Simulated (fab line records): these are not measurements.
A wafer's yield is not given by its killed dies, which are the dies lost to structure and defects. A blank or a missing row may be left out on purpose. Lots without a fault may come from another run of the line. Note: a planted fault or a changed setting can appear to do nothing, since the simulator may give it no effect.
Problem report in the 8D (eight disciplines) form, filled by code	flow berkeley_cmos170	the parts of the form that need people (team, actions taken, sign-off) are left out

## 1. THE ISSUE
Mean NVT_TW at UCB170_NVT_TW_MEAS_09: 484.1 over 9 wafers in 3 lots; fault-free wafers: 524.1, standard deviation 2.8. That puts it -14 standard deviations away from the usual mean.
First seen on wafer L123.1, day 9 07:06, on film_metro-03. Wafers with a number at this step in the record: 45, from 15 lots. By rule, "out" or "out of limits" means more than 4 standard deviations away from the usual mean. The rest of the wafers with a number are treated as sound.

## 2. WHAT IT IS AND WHAT IT IS NOT
question	is	is not
which readings at this step	NVT_TW	-
which lots	L123, L124, L125	L109, L110, L112, L114, L115, L116, L119, L121, L126, L127, L128, L131
which wafers of those lots	all that have a number	-
read on which gauges	film_metro-02, film_metro-03	film_metro-01
when	from day 9 07:06	up to then (24 sound wafers); but 12 sound wafers of L126, L127, L128, L131 came after

## 3. WHAT RULES OUT EACH SUSPECT
Counting: a tool at any process step up to the reading remains a suspect when it ran all the lots that are out and ran no sound lot after the first of those.
- the gauge at UCB170_NVT_TW_MEAS_09: ruled out. The wafers that are out were read on 2 gauges (film_metro-02, film_metro-03).
- implanter-01 at UCB170_NVT_IMPLANT_07: kept. It processed each lot that is out, first L123 at day 9 06:51, and no sound lot thereafter; up to then, the last sound lot it processed was L121 at day 8 19:03. Its own dose_ions_cm2, faraday_current_uA readings are out on those wafers.
Remaining after the count: implanter-01 at UCB170_NVT_IMPLANT_07.

## 4. THE CAUSE (what the simulator had put in)
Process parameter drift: implanter-01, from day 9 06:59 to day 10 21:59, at UCB170_NVT_IMPLANT_07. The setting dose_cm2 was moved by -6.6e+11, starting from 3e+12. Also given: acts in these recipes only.
Only this tool survived the counting.

## 5. THE CHAIN OF EFFECTS, in route order
Each row: a reading where the mean over the struck wafers with a number is more than 3 standard deviations away from the usual. Only readings whose record carries a usual standard deviation are examined. hours: median over the lots of the time between each lot's start at the first step of this table that gives one and its start at this step. sigmas: the change, counted in usual standard deviations.
hours	step	reading	usual	on struck wafers	change	sigmas
0	UCB170_NVT_IMPLANT_07	dose_ions_cm2	3e+12	2e+12	-7e+11	-99 or more
0	UCB170_NVT_IMPLANT_07	faraday_current_uA	9.50	7.43	-2.07	-11
0	UCB170_NVT_TW_MEAS_09	NVT_TW	524.1	484.1	-40.0	-14
Here are the process steps it includes:
- UCB170_NVT_IMPLANT_07
Later measuring or inspecting steps at which every struck wafer that the step has a row for has a number for every such reading, and none has moved that far: UCB170_GATE_THK_MEAS_02.

## 6. WHAT WOULD HAVE CAUGHT IT SOONER
The first out-of-limits reading at a measuring or inspecting step in this record came at day 9 07:06, 0 hours after the fault's start at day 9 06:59.
The tool's own readings at UCB170_NVT_IMPLANT_07 were out on every struck wafer that the step has a row for (dose_ions_cm2, faraday_current_uA): an alarm limit on them would have fired on the first of those.
Among the 3 lots that are out, L124, L125 began UCB170_NVT_IMPLANT_07 on implanter-01 after day 9 07:06. A hold on the tool at that time would have spared those 2.
